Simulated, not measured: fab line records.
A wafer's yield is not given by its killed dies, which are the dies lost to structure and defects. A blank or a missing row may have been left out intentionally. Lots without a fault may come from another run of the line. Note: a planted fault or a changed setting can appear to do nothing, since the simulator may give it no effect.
Which tool is to blame? -- flow rit cmos -- Sampling: 13 lots, 39 wafers, 5 of 202 route steps

WHAT EACH GAUGE READ, for each wafer
RIT_FOX2_THK_MEAS_01. Usual: FOX2_OXIDE_THK gives 351 nm (standard deviation 6.2).
lot,measured,on,FOX2_OXIDE_THK (nm),flag
L671,day 1 19:13,film metro-01,342 347 345,
L672,day 2 03:47,film metro-01,353 362 360,
L673,day 2 05:04,film metro-02,351 353 345,
L675,day 2 14:26,film metro-02,346 348 351,
L677,day 3 00:31,film metro-03,345 345 344,
L678,day 3 05:22,film metro-01,356 359 358,
L685,day 4 17:10,film metro-02,357 358 352,
L686,day 4 23:52,film metro-01,360 361 364,
L687,day 5 04:17,film metro-02,342 348 346,
L689,day 5 12:52,film metro-01,347 348 346,
L690,day 5 17:50,film metro-03,353 357 354,
L693,day 6 09:53,film metro-03,349 345 347,
L694,day 6 15:42,film metro-03,352 351 355,

RIT_FOX2_THK_MEAS_90. Usual: FIELD_OXIDE_LEFT_1_THK gives 324 nm (standard deviation 6.2).
lot,measured,on,FIELD_OXIDE_LEFT_1_THK (nm),flag
L671,day 1 20:10,film metro-01,315 319 317,
L672,day 2 04:39,film metro-01,326 335 333,
L673,day 2 05:57,film metro-03,323 325 318,
L675,day 2 15:19,film metro-03,319 320 324,
L677,day 3 01:23,film metro-02,317 318 317,
L678,day 3 06:14,film metro-02,329 332 331,
L685,day 4 18:02,film metro-01,329 331 325,
L686,day 5 00:48,film metro-01,333 333 337,
L687,day 5 05:10,film metro-03,314 321 318,
L689,day 5 13:49,film metro-03,319 321 318,
L690,day 5 18:47,film metro-03,326 329 328,
L693,day 6 10:53,film metro-01,321 318 320,
L694,day 6 16:35,film metro-02,324 323 327,

RIT_NWELL_OVL_MEAS_06. Usual: NWELL_OVL gives 0.6 nm (standard deviation 1.1).
lot,measured,on,NWELL_OVL (nm),flag
L671,day 1 21:14,overlay-01,0.2 0.1 -0.1,
L672,day 2 05:35,overlay-02,-0.5 0.9 -0.4,
L673,day 2 06:53,overlay-01,-0.5 -1.3 -0.2,
L675,day 2 19:37,overlay-01,0.7 2.4 0.8,
L677,day 3 02:19,overlay-02,1.1 0.9 -0.5,
L678,day 3 07:10,overlay-02,0.5 -0.5 0.9,
L685,day 4 18:59,overlay-02,1.6 1.6 2.4,
L686,day 5 01:44,overlay-01,1.5 2.3 0.6,
L687,day 5 06:20,overlay-02,-0.6 -1.1 -0.8,
L689,day 5 14:57,overlay-01,-1.6 1.5 0.5,
L690,day 5 19:43,overlay-01,0.0 0.0 -0.3,
L693,day 6 11:56,overlay-02,0.4 0.6 -0.1,
L694,day 6 17:38,overlay-02,1.5 0.5 1.9,

RIT_WELLDRIVE_RS_MEAS_01: a four-point-probe measurement. Usual: NWELL_RS gives 275.5 ohm/sq (standard deviation 0.74).
lot,measured,on,NWELL_RS (ohm/sq),flag
L671,day 2 05:02,film metro-01,274.7 274.3 274.7,
L672,day 2 13:03,film metro-02,275.7 275.8 276.0,
L673,day 2 15:10,film metro-01,275.1 276.6 276.3,
L675,day 3 03:13,film metro-04,275.3 274.3 274.6,
L677,day 3 09:56,film metro-01,275.1 275.4 275.3,
L678,day 3 15:32,film metro-02,320.8 320.4 320.5 321.0 320.0 320.4,OFF
L685,day 5 03:01,film metro-01,275.4 275.2 275.8,
L686,day 5 09:22,film metro-01,275.8 275.7 276.1,
L687,day 5 14:28,film metro-01,275.3 275.3 275.7,
L689,day 5 22:16,film metro-02,275.9 276.2 275.5,
L690,day 6 03:22,film metro-02,275.2 275.5 274.9,
L693,day 6 19:52,film metro-02,274.5 275.3 275.1,
L694,day 7 00:59,film metro-01,276.0 275.4 276.5,

EACH LOT AND THE TOOL THAT RAN IT (in order: tool; ch and the chambers of the sampled wafers; start)
lot,RIT_WELLDRIVE_ANNEAL_00
L671,"furnace-03 ch 0, day 1 23:56"
L672,"furnace-01 ch 0, day 2 07:55"
L673,"furnace-03 ch 0, day 2 10:04"
L675,"furnace-04 ch 0, day 2 22:07"
L677,"furnace-01 ch 0, day 3 04:50"
L678,"furnace-03 ch 0, day 3 10:28"
L685,"furnace-01 ch 0, day 4 21:56"
L686,"furnace-04 ch 0, day 5 04:16"
L687,"furnace-04 ch 0, day 5 09:21"
L689,"furnace-01 ch 0, day 5 17:10"
L690,"furnace-01 ch 0, day 5 22:16"
L693,"furnace-01 ch 0, day 6 14:46"
L694,"furnace-01 ch 0, day 6 19:51"
- RIT_WELLDRIVE_ANNEAL_00: time 14700 s.

AS READ BY THE TOOLS THEMSELVES (means over the sampled wafers that have a number; for cases with no such wafer, the mark the record gives instead)
RIT_WELLDRIVE_ANNEAL_00. Usual: run length s 18264 s, standard deviation 9.9; tube_center_temp_C_max 1102.8, standard deviation 0.45; zone power load pct 42.3 %, standard deviation 1.7.
lot,tool,run length s (s),tube_center_temp_C_max,zone power load pct (%),flag
L671,furnace-03,18260,1102.6,44.3,
L672,furnace-01,18264,1102.7,40.6,
L673,furnace-03,18247,1102.7,44.4,
L675,furnace-04,18276,1103.5,41.7,
L677,furnace-01,18268,1102.8,40.7,
L678,furnace-03,9435,1103.1,44.8,OFF
L685,furnace-01,18283,1102.6,40.6,
L686,furnace-04,18264,1102.6,41.7,
L687,furnace-04,18261,1103.2,42.0,
L689,furnace-01,18271,1103.3,40.6,
L690,furnace-01,18271,1102.3,40.8,
L693,furnace-01,18273,1102.7,40.6,
L694,furnace-01,18273,1103.3,41.1,

THE ANSWER, worked out from the rows above alone
Rule: a lot counts as off when the mean over its wafers that have a number is more than 3 standard deviations away from the usual mean. A lot without any number at a reading at which 4 lots or more have one is off too. The other lots that the step has rows for count as sound. First the gauges in route order, then the tools' own readings, where a lot's mean is used as printed above. At the first step where some lot is off, the reading lying furthest off is the one used; lots without a number count as furthest.
Off: at RIT_WELLDRIVE_RS_MEAS_01 (NWELL_RS), L678.
If a tool, at a process step before that reading, ran all the lots that are off and no sound lot after the first of them, it fits. The gauges at RIT_WELLDRIVE_RS_MEAS_01 aren't tried: what is off there is off at RIT_WELLDRIVE_ANNEAL_00 too, on other tools, and a gauge's error can't cause that. One fits: RIT_WELLDRIVE_ANNEAL_00 on furnace-03. Its last sound lot is L673 (day 2 10:04), its first lot that is off L678 (day 3 10:28): a fault that began between those two fits.
On the lots that are off, the tool's own readings at RIT_WELLDRIVE_ANNEAL_00 differ by more than 5 times the standard deviation of the sound lots' means, which bears it out; run length s reads 9435 s there versus 18268 s on the sound lots.

WHAT HAD BEEN PUT IN BY THE SIMULATOR
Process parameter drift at RIT_WELLDRIVE_ANNEAL_00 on furnace-03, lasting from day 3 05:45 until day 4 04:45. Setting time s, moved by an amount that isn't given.
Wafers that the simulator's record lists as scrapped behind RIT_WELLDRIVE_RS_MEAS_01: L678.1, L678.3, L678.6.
Struck lots among those shown: L678. The rule above reached the same finding.
